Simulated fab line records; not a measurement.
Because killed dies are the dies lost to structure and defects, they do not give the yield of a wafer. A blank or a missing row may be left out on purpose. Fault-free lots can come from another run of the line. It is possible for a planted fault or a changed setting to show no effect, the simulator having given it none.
fab line records	flow rit_cmos
record: lots: 6	wafers: 18	last_day: 7
route steps=202 shown CONTACT@172 M1@184
lots that met no fault: taken from a fault-free run of the same line
start_h: hours from the record's first day to the start of the lot's first wafer shown	wait_h: hours from the lot's prior step to this one	" as in the row above	L1.1+2: one row covering several wafers at once	- no value present, or no start provided	* or withheld: withheld	< > ~ a bound
route shown NAME@n: NAME is a module with steps in the file, n the number in the route of the first one	usual: mean/standard deviation of fault-free wafers	same: alike in all rows	chamber/n: place in a boat	sites: the reading at each site	_std_site: the values' standard deviation	_edge_site: outer sites' mean less inner sites'	radius_mm: how far each site lies from the wafer's centre	mask NAME#n: copy n	behind: the last tool/chamber to shape the wafer	hold: what put the lot on hold/how long, in hours/how the hold closed	device: the transistor (n, p or np) that didn't switch	end of line: the route-end tests of the same wafers	a step without rows: its recipe alone	killed: dies that structure and defects cost at the first sort, which is not the same as the wafer's yield	map: a wafer's dies, marking killed ones x, the rest . and places with no die _
set.NAME: the setting as run; set.NAME@STEP: as run at that earlier step	model.NAME: the simulator's own value behind a step, which no gauge read
lots at some steps of the route; a table a step, a row a wafer
services: a tool's chamber out of use, with start hour (start_h, from the record's first day; less than 0 if before it), hours out, and reason
== steps ==
step: RIT_CONTACT_SOFTBAKE_04
recipe: resist: NOVOLAK	temp_c: 90	time_s: 60
step: RIT_CONTACT_EXPOSE_05
recipe: mask_id: M11	na: 0.6	source_shape: conventional	sigma_outer: 0.5	target_cd_nm: 1000	dose_mj: 250
step: RIT_CONTACT_PEB_06
recipe: resist: NOVOLAK	temp_c: withheld	time_s: withheld
step: RIT_CONTACT_DEVELOP_07
recipe: resist: NOVOLAK	develop_time_s: 120	dev_temp_c: 23
step: RIT_CONTACT_CD_MEAS_08
recipe: target_cd_nm: 1000
usual: cd_nm: 999.9/2.3
lot.wafer	tool	chamber	start_h	wait_h	cd_nm
L900.1	cd_sem-01	-	71.05	-	996.8
L900.5	"	-	"	"	997.5
L900.6	"	-	"	"	996.8
L907.1	cd_sem-02	-	112.69	-	998.1
L907.3	"	-	"	"	999.7
L907.5	"	-	"	"	1002.2
L912.1	cd_sem-02	-	132.76	-	999.6
L912.4	"	-	"	"	1000.4
L912.5	"	-	"	"	998.6
L914.2	cd_sem-01	-	141.56	-	1000.7
L914.3	"	-	"	"	999.1
L914.6	"	-	"	"	997.2
L917.1	cd_sem-01	-	158.16	-	994.3
L917.5	"	-	"	"	997.3
L917.6	"	-	"	"	995.6
L919.1	cd_sem-01	-	166.96	-	999.0
L919.3	"	-	"	"	1000.2
L919.5	"	-	"	"	1003.1
step: RIT_CONTACT_OVL_MEAS_09
usual: CONTACT_OVL: -0.2/1.4
lot.wafer	tool	chamber	start_h	wait_h	CONTACT_OVL[nm]
L900.1	overlay-02	-	71.17	0.1	-2.1
L900.5	"	-	"	"	-1.3
L900.6	"	-	"	"	-1.4
L907.1	overlay-02	-	112.81	0.1	-0.1
L907.3	"	-	"	"	-1.1
L907.5	"	-	"	"	0.4
L912.1	overlay-01	-	132.88	0.1	-1.0
L912.4	"	-	"	"	-2.3
L912.5	"	-	"	"	-1.8
L914.2	overlay-01	-	141.67	0.1	1.7
L914.3	"	-	"	"	0.6
L914.6	"	-	"	"	0.9
L917.1	overlay-01	-	158.28	0.1	0.1
L917.5	"	-	"	"	2.2
L917.6	"	-	"	"	1.1
L919.1	overlay-02	-	167.08	0.1	-0.7
L919.3	"	-	"	"	1.2
L919.5	"	-	"	"	1.4
step: RIT_CONTACT_HARDBAKE_10
recipe: resist: NOVOLAK	temp_c: 140	time_s: 60
step: RIT_CONTACT_ETCH_11
recipe: target_depth_a: 4800	over_etch_frac: 0.2	stop_on: TiSi2	chemistry: CHF3/CF4/Ar	target: SiO2	CHF3_flow_sccm: 50	cf4_flow_sccm: 10	Ar_flow_sccm: 100	O2_flow_sccm: 5	pressure_mtorr: 100	rf_w: 200	time_s: 320
usual: O2_flow_sccm: 5.002/0.014	drypump_motor_current_A: 5.8/0.45	oes_product_au: 0.980/0.013	throttle_valve_pct: 8.86/0.11
lot.wafer	tool	chamber	start_h	wait_h	O2_flow_sccm	drypump_motor_current_A	oes_product_au	rf_hours_counter_h	throttle_valve_pct
L900.1	rie_diel-03	0	71.36	0.1	4.994	6.4	0.966	1	8.79
L900.5	"	1	"	"	5.005	5.2	0.984	-	9.08
L900.6	"	2	"	"	4.994	5.3	0.997	-	8.83
L907.1	rie_diel-01	0	112.99	0.1	5.022	6.4	0.969	67	8.87
L907.3	"	3	"	"	5.012	6.1	0.962	69	8.62
L907.5	"	0	"	"	4.984	6.4	0.967	-	8.84
L912.1	rie_diel-02	1	133.07	0.1	5.011	6.1	0.981	7	8.79
L912.4	"	2	"	"	5.019	5.4	1.004	4	8.92
L912.5	"	2	"	"	5.016	5.4	0.993	-	8.92
L914.2	rie_diel-03	3	141.85	0.1	5.014	6.4	0.959	112	8.92
L914.3	"	1	"	"	4.987	5.2	0.991	100	9.05
L914.6	"	3	"	"	4.980	6.4	0.964	-	8.93
L917.1	rie_diel-01	3	158.47	0.1	4.997	6.1	0.965	70	8.61
L917.5	"	2	"	"	5.006	5.4	0.998	-	8.88
L917.6	"	1	"	"	4.990	5.7	0.968	-	8.87
L919.1	rie_diel-02	1	167.27	0.1	5.006	6.1	0.975	7	8.79
L919.3	"	3	"	"	4.994	5.5	0.980	5	8.90
L919.5	"	1	"	"	4.999	6.1	0.968	-	8.78
step: RIT_CONTACT_STRIP_12
recipe: chemistry: O2	time_s: 180	resist: NOVOLAK	platen_temp_c: withheld	power_w: 500	pressure_mtorr: 4000	o2_flow_sccm: 4000
usual: drypump_motor_current_A: 5.5/0.52	o2_flow_sccm: 4000/12
lot.wafer	tool	chamber	start_h	wait_h	drypump_motor_current_A	o2_flow_sccm	rf_hours_counter_h
L900.1	plasma_asher-01	1	71.55	0.1	5.7	4007	44
L900.5	"	1	"	"	5.8	4029	-
L900.6	"	0	"	"	4.8	3994	-
L907.1	plasma_asher-01	1	113.19	0.1	5.7	4012	48
L907.3	"	1	"	"	5.7	3995	-
L907.5	"	1	"	"	5.8	4004	-
L912.1	plasma_asher-02	1	133.26	0.1	6.2	4009	1
L912.4	"	0	"	"	5.2	3995	-
L912.5	"	1	"	"	6.2	3993	-
L914.2	plasma_asher-03	0	142.05	0.1	5.0	4007	47
L914.3	"	1	"	"	6.1	3997	-
L914.6	"	0	"	"	5.0	4001	-
L917.1	plasma_asher-02	0	158.66	0.1	5.2	3999	4
L917.5	"	0	"	"	5.2	4020	-
L917.6	"	1	"	"	6.2	4001	-
L919.1	plasma_asher-02	0	167.46	0.1	5.2	3989	5
L919.3	"	0	"	"	5.2	3995	-
L919.5	"	1	"	"	6.2	3988	-
step: RIT_CONTACT_CD_MEAS_90
recipe: target_cd_nm: 1000
usual: cd_nm: 999.8/2.4
lot.wafer	tool	chamber	start_h	wait_h	cd_nm
L900.1	cd_sem-01	-	71.73	0.1	996.5
L900.5	"	-	"	"	996.8
L900.6	"	-	"	"	996.3
L907.1	cd_sem-02	-	113.36	0.1	998.8
L907.3	"	-	"	"	999.5
L907.5	"	-	"	"	1002.8
L912.1	cd_sem-02	-	133.44	0.1	999.0
L912.4	"	-	"	"	1000.2
L912.5	"	-	"	"	999.2
L914.2	cd_sem-02	-	142.24	0.1	1000.5
L914.3	"	-	"	"	999.2
L914.6	"	-	"	"	996.7
L917.1	cd_sem-02	-	158.84	0.1	993.8
L917.5	"	-	"	"	996.5
L917.6	"	-	"	"	995.2
L919.1	cd_sem-02	-	167.64	0.1	998.8
L919.3	"	-	"	"	1000.2
L919.5	"	-	"	"	1003.0
step: RIT_CONTACT_CLEAN_13
recipe: chemistry: SC1	mix: 3:3:50	time_s: 600	temp_c: 75
step: RIT_CONTACT_CLEAN_14
recipe: chemistry: SC2	mix: 3:3:50	time_s: 600	temp_c: 75	dry: n2_spin
step: RIT_M1_SPUTTER_00
recipe: material: Al	target_thk_nm: 400	power_w: 2000	chamber_pressure_pa: 0.4	gas: Ar	time_s: 500	substrate_temp_c: 25
usual: substrate_temp_c: 24.99/0.1	throttle_valve_pct: 30.3/0.96
lot.wafer	tool	chamber	start_h	wait_h	substrate_temp_c	throttle_valve_pct
L900.1	pvd_sputter-03	-	72.21	0.0	25.06	29.3
L900.5	"	-	"	"	24.85	30.2
L900.6	"	-	"	"	24.84	32.2
L907.1	pvd_sputter-03	-	113.83	0.0	25.04	29.4
L907.3	"	-	"	"	25.07	30.3
L907.5	"	-	"	"	25.00	29.2
L907.1	pvd_sputter-03	-	114.29	0.3	25.25	29.4
L907.3	"	-	"	"	24.86	30.2
L907.5	"	-	"	"	25.11	29.3
L912.1	pvd_sputter-03	-	133.94	0.0	25.16	29.3
L912.4	"	-	"	"	24.96	32.1
L912.5	"	-	"	"	24.99	31.0
L914.2	pvd_sputter-03	-	142.90	0.0	24.98	31.2
L914.3	"	-	"	"	24.93	29.4
L914.6	"	-	"	"	24.95	30.2
L914.2	pvd_sputter-03	-	143.36	0.3	25.01	30.9
L914.3	"	-	"	"	25.08	29.3
L914.6	"	-	"	"	25.00	30.1
L917.1	pvd_sputter-02	-	159.31	0.0	24.85	30.1
L917.5	"	-	"	"	25.09	28.9
L917.6	"	-	"	"	24.89	29.4
L919.1	pvd_sputter-03	-	168.11	0.0	24.96	31.9
L919.3	"	-	"	"	25.29	31.1
L919.5	"	-	"	"	25.08	29.3
step: RIT_M1_RS_MEAS_01
recipe: thk_meas_gauge: four-point-probe	reads: Al_of_M1_SPUTTER_00
usual: M1_AL_RS: 0.0737/0.00093
lot.wafer	tool	chamber	start_h	wait_h	M1_AL_RS[ohm/sq]
L900.1	film_metro-02	-	72.51	0.1	0.0740
L900.5	"	-	"	"	0.0747
L900.6	"	-	"	"	0.0726
L907.1	film_metro-01	-	114.59	0.1	0.0365
L907.3	"	-	"	"	0.0366
L907.5	"	-	"	"	0.0366
L907.1	film_metro-01	-	114.95	0.3	0.0365
L907.3	"	-	"	"	0.0366
L907.5	"	-	"	"	0.0366
L912.1	film_metro-02	-	134.23	0.1	0.0729
L912.4	"	-	"	"	0.0715
L912.5	"	-	"	"	0.0726
L914.2	film_metro-01	-	143.67	0.2	0.0369
L914.3	"	-	"	"	0.0371
L914.6	"	-	"	"	0.0369
L914.2	film_metro-01	-	143.96	0.3	0.0369
L914.3	"	-	"	"	0.0371
L914.6	"	-	"	"	0.0369
L917.1	film_metro-02	-	159.60	0.1	0.0743
L917.5	"	-	"	"	0.0717
L917.6	"	-	"	"	0.0738
L919.1	film_metro-02	-	168.40	0.1	0.0728
L919.3	"	-	"	"	0.0745
L919.5	"	-	"	"	0.0745
step: RIT_M1_PROBE_99
usual: defect_limited_yield: 97.2/1.1	killed_at_front_end: 7.2/2.9	killed_dies: 7.4/2.9	killed_open: 3.8/2	killed_short: 3.5/2	sort_bin_3_pad_short: 0.1/0.2	sort_bin_5_function: 1.7/0.83	sort_bin_6_memory: 1.0/0.61	sort_n_pass: 256.6/2.9	sort_yield_pct: 97.2/1.1
same: gross_dies: 264	killed_at_M0_to_M3: 0	killed_at_M4_up: 0	killed_at_back_side: 0	killed_at_contacts: 0	killed_at_other: 0
lot.wafer	tool	chamber	start_h	wait_h	defect_limited_yield[%]	killed_at_front_end	killed_dies	killed_open	killed_short	sort_bin_3_pad_short[%]	sort_bin_5_function[%]	sort_bin_6_memory[%]	sort_n_pass	sort_yield_pct[%]
L900.1	prober-02	-	76.39	0.1	97.0	8	8	1	7	0.4	2.3	0.4	256.0	97.0
L900.5	prober-02	-	76.59	0.2	98.5	4	4	1	3	0	1.1	0.4	260.0	98.5
L900.6	prober-02	-	76.64	0.2	97.7	6	6	4	2	0	0.8	1.5	258.0	97.7
L912.1	prober-01	-	138.51	0.1	98.5	4	4	3	1	0	0.8	0.8	260.0	98.5
L912.4	prober-01	-	138.66	0.2	99.6	1	1	1	0	0	0	0.4	263.0	99.6
L912.5	prober-01	-	138.71	0.2	97.7	6	6	4	2	0	1.9	0.4	258.0	97.7
L917.1	prober-02	-	163.32	0.1	97.3	7	7	6	1	0	1.1	1.5	257.0	97.3
L917.5	prober-02	-	163.52	0.2	98.1	5	5	1	4	0.4	0.4	1.1	259.0	98.1
L917.6	prober-02	-	163.57	0.2	93.6	17	17	8	9	0	4.9	1.5	247.0	93.6
L919.1	prober-02	-	172.25	0.1	95.5	12	12	6	6	0	2.7	1.9	252.0	95.5
L919.3	prober-02	-	172.35	0.2	97.3	7	7	2	5	0.4	1.9	0.4	257.0	97.3
L919.5	prober-02	-	172.45	0.2	97.0	8	8	4	4	0.4	1.5	1.1	256.0	97.0
killed by level:class
L900.1 GATE:geometric_particle:short=5 FOX1:geometric_particle:short=1 FOX2:geometric_particle:short=1 SILICIDE:geometric_particle:open=1
L900.5 GATE:geometric_particle:open=1 GATE:geometric_particle:short=1 REOX:geometric_particle:short=1 SILICIDE:geometric_particle:short=1
L900.6 SPACER:geometric_particle:open=3 FOX2:geometric_particle:open=1 GATE:geometric_particle:short=1 SPACER:geometric_particle:short=1
L912.1 GATE:geometric_particle:open=1 REOX:geometric_particle:short=1 REOX:geometric_particle:open=1 SILICIDE:geometric_particle:open=1
L912.4 SILICIDE:geometric_particle:open=1
L912.5 FOX2:geometric_particle:open=1 FOX2:geometric_particle:short=1 GATE:geometric_particle:open=1 REOX:geometric_particle:short=1 REOX:geometric_particle:open=1 SPACER:geometric_particle:open=1
L917.1 GATE:geometric_particle:open=4 SPACER:geometric_particle:open=2 GATE:geometric_particle:short=1
L917.5 FOX1:geometric_particle:short=2 FOX1:geometric_particle:open=1 GATE:geometric_particle:short=1 SILICIDE:geometric_particle:short=1
L917.6 FOX1:geometric_particle:short=3 GATE:geometric_particle:short=3 GATE:geometric_particle:open=3 FOX1:geometric_particle:open=2 SILICIDE:geometric_particle:open=2 ACTIVE:geometric_particle:short=1 FOX2:geometric_particle:open=1 REOX:geometric_particle:short=1
L919.1 FOX1:geometric_particle:open=4 FOX1:geometric_particle:short=2 GATE:geometric_particle:short=2 FOX2:geometric_particle:short=1 GATE:geometric_particle:open=1 SILICIDE:geometric_particle:short=1 SILICIDE:geometric_particle:open=1
L919.3 FOX1:geometric_particle:short=2 REOX:geometric_particle:short=2 FOX1:geometric_particle:open=1 GATE:geometric_particle:short=1 GATE:geometric_particle:open=1
L919.5 GATE:geometric_particle:open=2 GATE:geometric_particle:short=2 SILICIDE:geometric_particle:short=2 FOX2:geometric_particle:open=1 SILICIDE:geometric_particle:open=1
== services ==
tool	chamber	start_h	hours	kind
pvd_sputter-02	-	53.78	10.5	repair
rie_diel-03	0	56.94	8.8	repair
plasma_asher-03	-	62.75	3.1	repair
plasma_asher-03	-	66.82	15.6	pm
rie_diel-02	0	73.09	12.9	repair
rie_diel-01	2	101.06	17.1	repair
plasma_asher-02	-	107.56	3.9	repair
plasma_asher-02	-	111.42	9.0	pm
plasma_asher-02	0	111.42	9.0	vent_cycle
plasma_asher-02	1	111.42	9.0	vent_cycle
plasma_asher-02	0	120.42	-	clean
plasma_asher-02	1	120.42	-	clean
pvd_sputter-03	-	120.84	3.1	repair
rie_diel-01	1	135.75	-	clean
rie_diel-01	1	135.75	13.7	scheduled_down
rie_diel-01	1	135.75	13.7	vent_cycle
pvd_sputter-03	-	160.78	2.8	repair
== key ==
first_sign: step: RIT_M1_SPUTTER_00	reading: visit	direction: added
effect: step: RIT_M1_RS_MEAS_01	reading: visit	direction: added
effect: step: RIT_M1_RS_MEAS_01	reading: M1_AL_RS	direction: down	sigmas: 40	usual: 0.0737	struck: 0.0368
met_at RIT_M1_SPUTTER_00
struck_wafers L907.1,L907.3,L907.5,L914.2,L914.3,L914.6
scrapped_behind RIT_M1_RS_MEAS_01 L907.1,L907.3,L907.5,L914.2,L914.3,L914.6
fault: kind: repeated_step_whole	tool: pvd_sputter-02,pvd_sputter-03,pvd_sputter-04	chamber: -	onset_h: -	steps: RIT_M1_SPUTTER_00	times: 1	scope: struck_lots_only
